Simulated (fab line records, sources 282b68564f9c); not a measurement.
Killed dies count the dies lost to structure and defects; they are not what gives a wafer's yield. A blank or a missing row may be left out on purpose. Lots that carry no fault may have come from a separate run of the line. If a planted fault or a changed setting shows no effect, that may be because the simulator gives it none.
Which tool did it? | flow rit-cmos | Sampling: 14 lots, 42 wafers, 2 of 202 route steps

## WHAT EACH GAUGE READ, for each wafer
RIT_NRETRO_OVL_MEAS_06. Usual: NRETRO_OVL gives 0.1 nm (standard deviation 1.7).
lot  | measured    | on         | NRETRO_OVL (nm)      | flag
L511 | day 2 12:45 | overlay-01 | 0.8 -0.6 0.8         |
L512 | day 2 16:56 | overlay-02 | 0.9 -0.2 1.8         |
L513 | day 2 22:08 | overlay-01 | -0.2 -1.0 -1.1       |
L514 | day 3 03:14 | overlay-01 | -1.7 0.9 1.3         |
L515 | day 3 09:40 | overlay-02 | -2.5 -0.8 0.8        |
L516 | day 3 15:02 | overlay-02 | -1.9 -0.8 -3.5       |
L518 | day 3 22:25 | overlay-01 | 3.0 -1.1 0.4         |
L520 | day 4 09:07 | overlay-01 | 0.1 -0.9 1.7         |
L521 | day 4 14:44 | overlay-02 | 1.0 -1.5 0.8         |
L522 | day 4 21:55 | overlay-02 | -0.4 -3.4 -2.5       |
L523 | day 5 00:27 | overlay-01 | -0.8 -2.9 -2.0       |
L524 | day 5 04:31 | overlay-01 | -0.7 -0.1 -0.2       |
L528 | day 6 03:23 | overlay-02 | -181.0 -178.6 -180.0 | OFF
L529 | day 6 05:29 | overlay-02 | -176.7 -177.4 -177.3 | OFF

## TOOL THAT RAN EACH LOT (tool first, then ch and the chambers of the sampled wafers, then the start)
lot  | RIT_NRETRO_EXPOSE_03
L511 | iline-stepper-01 ch 0, day 2 12:19
L512 | iline-stepper-01 ch 0, day 2 16:31
L513 | iline-stepper-02 ch 0, day 2 21:43
L514 | iline-stepper-01 ch 0, day 3 02:49
L515 | iline-stepper-01 ch 0, day 3 09:15
L516 | iline-stepper-01 ch 0, day 3 14:37
L518 | iline-stepper-02 ch 0, day 3 21:59
L520 | iline-stepper-02 ch 0, day 4 08:41
L521 | iline-stepper-01 ch 0, day 4 14:19
L522 | iline-stepper-01 ch 0, day 4 21:30
L523 | iline-stepper-02 ch 0, day 5 00:02
L524 | iline-stepper-01 ch 0, day 5 04:05
L528 | iline-stepper-01 ch 0, day 6 02:57
L529 | iline-stepper-01 ch 0, day 6 05:05
- RIT_NRETRO_EXPOSE_03: exposes mask M4, target cd 43900 nm.

## AS READ BY THE TOOLS THEMSELVES (means over the sampled wafers that have a number; for cases with no such wafer, the mark the record gives instead)
The record holds no such reading with a usual standard deviation.

## THE ANSWER, worked out from the rows above alone
Rule: a lot counts as off when the mean over its wafers that have a number is more than 3 standard deviations away from the usual mean. A lot without any number at a reading at which 4 lots or more have one is off too. The other lots that the step has rows for count as sound. After the gauges, taken in route order, come the tools' own readings; for these a lot's mean is taken, as printed above. The first step at which some lot is off is used, and at that step the reading that is off furthest; a lot without a number counts as furthest.
Off: at RIT_NRETRO_OVL_MEAS_06 (NRETRO_OVL), L528, L529.
If a tool, at a process step before that reading, ran all the lots that are off and no sound lot after the first of them, it fits. The gauges at RIT_NRETRO_OVL_MEAS_06 are tried like those tools. Can't be told from this: 2 tools fit, iline-stepper-01 at RIT_NRETRO_EXPOSE_03, overlay-02 at RIT_NRETRO_OVL_MEAS_06.

## WHAT THE SIMULATOR HAD PUT IN
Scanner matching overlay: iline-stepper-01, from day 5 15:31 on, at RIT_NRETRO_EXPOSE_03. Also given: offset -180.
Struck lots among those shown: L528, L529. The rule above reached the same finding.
